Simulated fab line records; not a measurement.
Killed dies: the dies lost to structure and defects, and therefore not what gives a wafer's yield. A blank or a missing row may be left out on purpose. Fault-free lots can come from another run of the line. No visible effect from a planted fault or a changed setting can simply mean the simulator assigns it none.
Which tool is to blame? + flow berkeleyCmos170 + 21 wafers from 7 lots sampled at 5 of the route's 331 steps

## WHAT THE GAUGES READ, wafer by wafer
UCB170_V2_CD_MEAS_90: the cd target is 700 nm.
| lot  | measured     | on       | cdNm (nm)         |
|------|--------------|----------|-------------------|
| L595 | day 7 18:28  | cdSem-02 | 702.4 702.7 703.0 |
| L602 | day 9 01:20  | cdSem-02 | - - -             |
| L604 | day 9 17:01  | cdSem-01 | - - -             |
| L606 | day 10 02:32 | cdSem-02 | 700.5 699.8 698.4 |
| L609 | day 11 12:01 | cdSem-01 | 698.7 700.7 702.2 |
| L611 | day 11 16:30 | cdSem-01 | 700.3 699.2 698.8 |
| L615 | day 12 09:40 | cdSem-01 | 697.9 697.8 699.6 |

## WHAT TOOL EACH LOT RAN ON (gives the tool, then ch and the chambers of the sampled wafers, and finally the start)
| lot  | UCB170_V1_ETCH_14                 | UCB170_V1_STRIP_15                  | UCB170_V2_ETCH_14                 | UCB170_V2_STRIP_15                  |
|------|-----------------------------------|-------------------------------------|-----------------------------------|-------------------------------------|
| L595 | rieDiel-03 ch 0,2,3, day 7 12:04  | plasmaAsher-01 ch 0,1, day 7 12:11  | rieDiel-01 ch 0,3, day 7 18:08    | plasmaAsher-01 ch 0,1, day 7 18:21  |
| L602 | rieDiel-03 ch 1,2,3, day 8 19:17  | plasmaAsher-01 ch 0,1, day 8 19:28  | rieDiel-04 ch 0,2, day 9 01:04    | plasmaAsher-02 ch 0,1, day 9 01:14  |
| L604 | rieDiel-02 ch 0,2,3, day 9 10:41  | plasmaAsher-03 ch 0,1, day 9 10:52  | rieDiel-02 ch 0,1,3, day 9 16:44  | plasmaAsher-02 ch 0,1, day 9 16:55  |
| L606 | rieDiel-02 ch 0,2,3, day 9 17:18  | plasmaAsher-02 ch 0,1, day 9 17:31  | rieDiel-01 ch 1,2,3, day 10 02:13 | plasmaAsher-04 ch 0,1, day 10 02:26 |
| L609 | rieDiel-04 ch 1,2, day 11 02:53   | plasmaAsher-02 ch 0,1, day 11 03:06 | rieDiel-02 ch 0,2, day 11 11:41   | plasmaAsher-01 ch 0,1, day 11 11:55 |
| L611 | rieDiel-04 ch 1,3, day 11 09:52   | plasmaAsher-02 ch 1, day 11 10:02   | rieDiel-01 ch 1,2, day 11 16:14   | plasmaAsher-04 ch 0,1, day 11 16:24 |
| L615 | rieDiel-03 ch 1,2,3, day 12 03:51 | plasmaAsher-02 ch 0,1, day 12 04:02 | rieDiel-01 ch 0,1,2, day 12 09:23 | plasmaAsher-02 ch 0,1, day 12 09:34 |
- UCB170_V1_ETCH_14: etches SiO2 in CHF3/CF4/Ar, stops on Al, target depth 1250 nm, time 291 s.
- UCB170_V1_STRIP_15: strips in O2.
- UCB170_V2_ETCH_14: etches SiO2 in CHF3/CF4/Ar, stops on Al, target depth 1250 nm, time 291 s.
- UCB170_V2_STRIP_15: strips in O2.

## THE ANSWER, worked out from the rows above alone
Rule: usual is defined by the lots themselves. The widest of any qualifying gaps counts: lots, ordered by their means at a reading, are off when they make up no more than a third of the lots, leave a main group of 4 or more, and stand apart from it by 3 or more times the standard deviation of that group's means. A main group whose means are all the same, to the digits that the tables above print for the reading, isn't used. Also off: a lot with no number at a reading for which 4 or more lots have one. All remaining lots with rows at the step are treated as sound.
Off: L602, L604, at UCB170_V2_CD_MEAS_90 (cdNm). Without a number there: L602, L604. Main group: mean 700.1 nm, sd 1.4.
If a tool, at a process step before that reading, ran all the lots that are off and no sound lot after the first of them, it fits. The gauges at UCB170_V2_CD_MEAS_90 are tried like those tools. No candidate that was tried fits.

## WHAT HAD BEEN PUT IN BY THE SIMULATOR
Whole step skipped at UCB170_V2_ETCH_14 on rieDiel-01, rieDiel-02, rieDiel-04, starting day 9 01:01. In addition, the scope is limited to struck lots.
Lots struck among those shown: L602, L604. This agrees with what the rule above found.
